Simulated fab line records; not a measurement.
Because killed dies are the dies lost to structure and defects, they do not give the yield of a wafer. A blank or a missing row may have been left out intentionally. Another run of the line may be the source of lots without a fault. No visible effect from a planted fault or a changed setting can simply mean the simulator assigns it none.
Split-lot experiment + flow rit cmos + on a route of 202 steps: 5 lots, 23 wafers read

## THE SPLIT
At RIT_NWELL_IMPLANT_08, the setting dose cm2 was moved away from the recipe's 5e+13 on 9 of the 23 wafers read, by -6.5% to +3.5%. This setting was run at the recipe's value on the other wafers.

## FROM THE SPLIT TO THE READING: what the file shows between them, 10 steps
- RIT_NWELL_STRIP_09: strips in O2, time 180 s
- RIT_NWELL_TW_MEAS_10
- RIT_PWELL_COAT_01: resist thk 1300 nm (also split here: spin rpm)
- RIT_PWELL_SOFTBAKE_02: time 60 s
- RIT_PWELL_EXPOSE_03: exposes mask M3, target cd 43700 nm
- RIT_PWELL_DEVELOP_05: develop time 68 s
- RIT_PWELL_HARDBAKE_07: time 120 s
- RIT_PWELL_IMPLANT_08 (also split here: energy kev)
- RIT_PWELL_STRIP_09: strips in O2, time 180 s
- RIT_WELLDRIVE_ANNEAL_00: time 14700 s

## THE READING
At RIT_WELLDRIVE_RS_MEAS_01, a four-point-probe measurement gives NWELL_RS in ohm/sq. A value of 275.4 ohm/sq with a standard deviation of 0.81 ohm/sq is what fault-free wafers of this fab line usually give.

| wafer  | tool, chamber at the split | dose cm2 as run | against the recipe | NWELL_RS, ohm/sq | against lot-mates on the recipe |
|--------|----------------------------|-----------------|--------------------|------------------|---------------------------------|
| L074.1 | implanter-03, 0            | 5e+13           | recipe             | 276.1            | -                               |
| L074.2 | implanter-03, 0            | 5e+13           | recipe             | 275.8            | -                               |
| L074.4 | implanter-03, 0            | 5e+13           | recipe             | 276.4            | -                               |
| L076.1 | implanter-04, 0            | 5.173e+13       | +3.5%              | 269.7            | -5.7                            |
| L076.2 | implanter-04, 0            | 5e+13           | recipe             | 274.9            | -                               |
| L076.4 | implanter-04, 0            | 5e+13           | recipe             | 275.5            | -                               |
| L076.5 | implanter-04, 0            | 5.173e+13       | +3.5%              | 270.7            | -4.7                            |
| L076.6 | implanter-04, 0            | 5e+13           | recipe             | 275.7            | -                               |
| L078.1 | implanter-04, 0            | 4.677e+13       | -6.5%              | 286.0            | +11.6                           |
| L078.2 | implanter-04, 0            | 5e+13           | recipe             | 274.7            | -                               |
| L078.3 | implanter-04, 0            | 4.677e+13       | -6.5%              | 285.5            | +11.1                           |
| L078.4 | implanter-04, 0            | 4.677e+13       | -6.5%              | 286.2            | +11.8                           |
| L078.5 | implanter-04, 0            | 5e+13           | recipe             | 274.0            | -                               |
| L084.1 | implanter-03, 0            | 5e+13           | recipe             | 276.4            | -                               |
| L084.2 | implanter-03, 0            | 5e+13           | recipe             | 277.7            | -                               |
| L084.4 | implanter-03, 0            | 5e+13           | recipe             | 276.0            | -                               |
| L084.5 | implanter-03, 0            | 4.696e+13       | -6.1%              | 286.4            | +9.7                            |
| L084.6 | implanter-03, 0            | 4.696e+13       | -6.1%              | 288.1            | +11.4                           |
| L085.1 | implanter-03, 0            | 5e+13           | recipe             | 275.3            | -                               |
| L085.2 | implanter-03, 0            | 5.168e+13       | +3.4%              | 270.8            | -4.8                            |
| L085.3 | implanter-03, 0            | 5e+13           | recipe             | 275.8            | -                               |
| L085.5 | implanter-03, 0            | 5.168e+13       | +3.4%              | 270.5            | -5.1                            |
| L085.6 | implanter-03, 0            | 5e+13           | recipe             | 275.6            | -                               |

FIT RESULTS
A straight line over all 23 wafers: NWELL_RS changes by -1.66 ohm/sq for each +1% of dose cm2; r = -0.99; the points scatter about the line by 0.92 ohm/sq.
The same after taking each lot's own level away (the mean of its wafers on the recipe; 23 wafers): -1.7 ohm/sq for each +1%; r = -0.99; scatter 0.57 ohm/sq.
According to that fit, moving dose cm2 by its largest amount changes the reading by 11 ohm/sq.
The span of the lots' own levels, 274.35 to 276.70 ohm/sq, comes to 2.9 times the standard deviation stated above.
Hence the lot-to-lot level has little effect on the slope; both slopes agree.
Check: for one of the wafers moved furthest among these (-6.5%), held out of the fit, the line's prediction against its lot-mates is +11.1 ohm/sq. It came out at +11.6 ohm/sq against them.

## OTHER SPLITS APPLIED TO THESE WAFERS
Other splits were also applied to these wafers ahead of the reading. Each is held against what the fit with the lots' levels taken away leaves over:
| other split on the same wafers  | wafers away from the commonest value | r with NWELL_RS (lot level and that fit taken away) |
|---------------------------------|--------------------------------------|-----------------------------------------------------|
| RIT_ACTIVE_CVD_03 temp c        | 10                                   | -0.14                                               |
| RIT_ACTIVE_HMDS_05 prime time s | 5                                    | -0.01                                               |
| RIT_PWELL_COAT_01 spin rpm      | 10                                   | +0.04                                               |
| RIT_PWELL_IMPLANT_08 energy kev | 7                                    | -0.26                                               |

## THE WHOLE CHAIN: every reading that the file lists as answering this split, in the file's order
| step                     | what it does                 | reading  | change (the file's fit)           | r (the file's) |
|--------------------------|------------------------------|----------|-----------------------------------|----------------|
| RIT_NWELL_TW_MEAS_10     |                              | NWELL_TW | +5.89 for each +1% of the setting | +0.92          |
| RIT_WELLDRIVE_RS_MEAS_01 | measures by four-point-probe | NWELL_RS | -1.7 for each +1% of the setting  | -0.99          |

## FILE'S OWN FIT
NWELL_RS changes by -1.7 ohm/sq for each +1% of dose cm2, r = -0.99.
